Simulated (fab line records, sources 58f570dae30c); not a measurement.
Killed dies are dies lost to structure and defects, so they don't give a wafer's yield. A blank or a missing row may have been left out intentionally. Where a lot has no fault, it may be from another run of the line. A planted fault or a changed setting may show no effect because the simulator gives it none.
Which tool is to blame? :: flow berkeleyCmos170 :: 14 lots, 42 wafers sampled, at 3 steps of a route of 331

WHAT THE GAUGES SHOWED, per wafer
UCB170_V2_OVL_MEAS_13. Usual: V2_OVL -1 nm, standard deviation 5.5.
lot: L646
measured: day 9 01:39
on: overlay-02
V2_OVL (nm): 5 4 4
flag: 

lot: L649
measured: day 9 17:01
on: overlay-01
V2_OVL (nm): -3 -6 -9
flag: 

lot: L648
measured: day 9 16:28
on: overlay-01
V2_OVL (nm): 8 7 5
flag: 

lot: L650
measured: day 9 21:10
on: overlay-02
V2_OVL (nm): -3 -2 -3
flag: 

lot: L647
measured: day 9 21:16
on: overlay-01
V2_OVL (nm): 3 -5 -4
flag: 

lot: L651
measured: day 9 21:26
on: overlay-01
V2_OVL (nm): -5 0 -3
flag: 

lot: L654
measured: day 10 13:46
on: overlay-01
V2_OVL (nm): 4 -4 6
flag: 

lot: L658
measured: day 11 03:28
on: overlay-01
V2_OVL (nm): 2 -4 -1
flag: 

lot: L659
measured: day 12 04:16
on: overlay-01
V2_OVL (nm): 5 10 8
flag: 

lot: L662
measured: day 13 01:01
on: overlay-01
V2_OVL (nm): -5 3 5
flag: 

lot: L664
measured: day 12 22:59
on: overlay-01
V2_OVL (nm): 1 -1 3
flag: 

lot: L667
measured: day 13 08:16
on: overlay-02
V2_OVL (nm): 1 -3 0
flag: 

lot: L666
measured: day 13 08:33
on: overlay-01
V2_OVL (nm): -3 -6 0
flag: 

lot: L668
measured: day 13 17:36
on: overlay-02
V2_OVL (nm): -10 -8 -7
flag: 

WHICH TOOL RAN EACH LOT (tool, then ch and the chambers of the sampled wafers, then the start)
lot: L646
UCB170_SILICIDE_PRE_CLEAN_00: pvdSputter-02, day 8 08:35
UCB170_V2_SOFTBAKE_08: lithoTrack-03 ch 0, day 9 00:47

lot: L649
UCB170_SILICIDE_PRE_CLEAN_00: pvdSputter-04, day 8 18:47
UCB170_V2_SOFTBAKE_08: lithoTrack-04 ch 0, day 9 15:06

lot: L648
UCB170_SILICIDE_PRE_CLEAN_00: pvdSputter-01, day 8 18:58
UCB170_V2_SOFTBAKE_08: lithoTrack-03 ch 0, day 9 14:58

lot: L650
UCB170_SILICIDE_PRE_CLEAN_00: pvdSputter-02, day 8 19:26
UCB170_V2_SOFTBAKE_08: lithoTrack-03 ch 0, day 9 20:11

lot: L647
UCB170_SILICIDE_PRE_CLEAN_00: pvdSputter-04, day 8 19:43
UCB170_V2_SOFTBAKE_08: lithoTrack-04 ch 0, day 9 20:11

lot: L651
UCB170_SILICIDE_PRE_CLEAN_00: pvdSputter-01, day 8 21:50
UCB170_V2_SOFTBAKE_08: lithoTrack-03 ch 0, day 9 20:38

lot: L654
UCB170_SILICIDE_PRE_CLEAN_00: pvdSputter-01, day 9 18:20
UCB170_V2_SOFTBAKE_08: lithoTrack-04 ch 0, day 10 12:31

lot: L658
UCB170_SILICIDE_PRE_CLEAN_00: pvdSputter-01, day 10 08:19
UCB170_V2_SOFTBAKE_08: lithoTrack-04 ch 0, day 11 02:11

lot: L659
UCB170_SILICIDE_PRE_CLEAN_00: pvdSputter-01, day 11 08:57
UCB170_V2_SOFTBAKE_08: lithoTrack-03 ch 0, day 12 03:28

lot: L662
UCB170_SILICIDE_PRE_CLEAN_00: pvdSputter-01, day 12 00:33
UCB170_V2_SOFTBAKE_08: lithoTrack-01 ch 0, day 13 00:24

lot: L664
UCB170_SILICIDE_PRE_CLEAN_00: pvdSputter-02, day 12 00:52
UCB170_V2_SOFTBAKE_08: lithoTrack-03 ch 0, day 12 22:10

lot: L667
UCB170_SILICIDE_PRE_CLEAN_00: pvdSputter-04, day 12 12:56
UCB170_V2_SOFTBAKE_08: lithoTrack-04 ch 0, day 13 07:32

lot: L666
UCB170_SILICIDE_PRE_CLEAN_00: pvdSputter-02, day 12 13:23
UCB170_V2_SOFTBAKE_08: lithoTrack-03 ch 0, day 13 07:47

lot: L668
UCB170_SILICIDE_PRE_CLEAN_00: pvdSputter-04, day 13 01:12
UCB170_V2_SOFTBAKE_08: lithoTrack-04 ch 0, day 13 16:31
- UCB170_SILICIDE_PRE_CLEAN_00: preclean etch time 60 s.
- UCB170_V2_SOFTBAKE_08: time 62.7 s.

WHAT THE TOOLS THEMSELVES READ (means of the sampled wafers that have a number; where no wafer has one, the mark that the record gives instead)
UCB170_V2_SOFTBAKE_08. Usual: plateSensorTCentreC 131.41 C, standard deviation 0.0098; plateSensorTEdgeC 131.53 C, standard deviation 0.01.
lot: L646
tool: lithoTrack-03
plateSensorTCentreC (C): 131.41
plateSensorTEdgeC (C): 131.53
flag: 

lot: L649
tool: lithoTrack-04
plateSensorTCentreC (C): 131.40
plateSensorTEdgeC (C): 131.53
flag: 

lot: L648
tool: lithoTrack-03
plateSensorTCentreC (C): 131.40
plateSensorTEdgeC (C): 131.52
flag: 

lot: L650
tool: lithoTrack-03
plateSensorTCentreC (C): 131.41
plateSensorTEdgeC (C): 131.53
flag: 

lot: L647
tool: lithoTrack-04
plateSensorTCentreC (C): 131.42
plateSensorTEdgeC (C): 131.54
flag: 

lot: L651
tool: lithoTrack-03
plateSensorTCentreC (C): 131.41
plateSensorTEdgeC (C): 131.53
flag: 

lot: L654
tool: lithoTrack-04
plateSensorTCentreC (C): 131.42
plateSensorTEdgeC (C): 131.54
flag: 

lot: L658
tool: lithoTrack-04
plateSensorTCentreC (C): 131.41
plateSensorTEdgeC (C): 131.54
flag: 

lot: L659
tool: lithoTrack-03
plateSensorTCentreC (C): 131.41
plateSensorTEdgeC (C): 131.54
flag: 

lot: L662
tool: lithoTrack-01
plateSensorTCentreC (C): 131.42
plateSensorTEdgeC (C): 131.53
flag: 

lot: L664
tool: lithoTrack-03
plateSensorTCentreC (C): 131.41
plateSensorTEdgeC (C): 131.53
flag: 

lot: L667
tool: lithoTrack-04
plateSensorTCentreC (C): 131.42
plateSensorTEdgeC (C): 131.53
flag: 

lot: L666
tool: lithoTrack-03
plateSensorTCentreC (C): 131.41
plateSensorTEdgeC (C): 131.54
flag: 

lot: L668
tool: lithoTrack-04
plateSensorTCentreC (C): 131.41
plateSensorTEdgeC (C): 131.53
flag: 

THE ANSWER, worked out from the rows above alone
Rule: a lot is off if the mean of its wafers that have a number lies more than 3 standard deviations from the usual mean. A lot without any number at a reading at which 4 lots or more have one is off too. Where the step has rows for the other lots, those lots are counted as sound. Order of review: gauges by route order, followed by the tools' own readings, for which a lot's mean as printed above is used. At the first step where some lot is off, the reading lying furthest off is the one used; lots without a number count as furthest.
No lot is off on any of the readings shown, so nothing can be concluded from this.

WHAT THE SIMULATOR HAD INSERTED
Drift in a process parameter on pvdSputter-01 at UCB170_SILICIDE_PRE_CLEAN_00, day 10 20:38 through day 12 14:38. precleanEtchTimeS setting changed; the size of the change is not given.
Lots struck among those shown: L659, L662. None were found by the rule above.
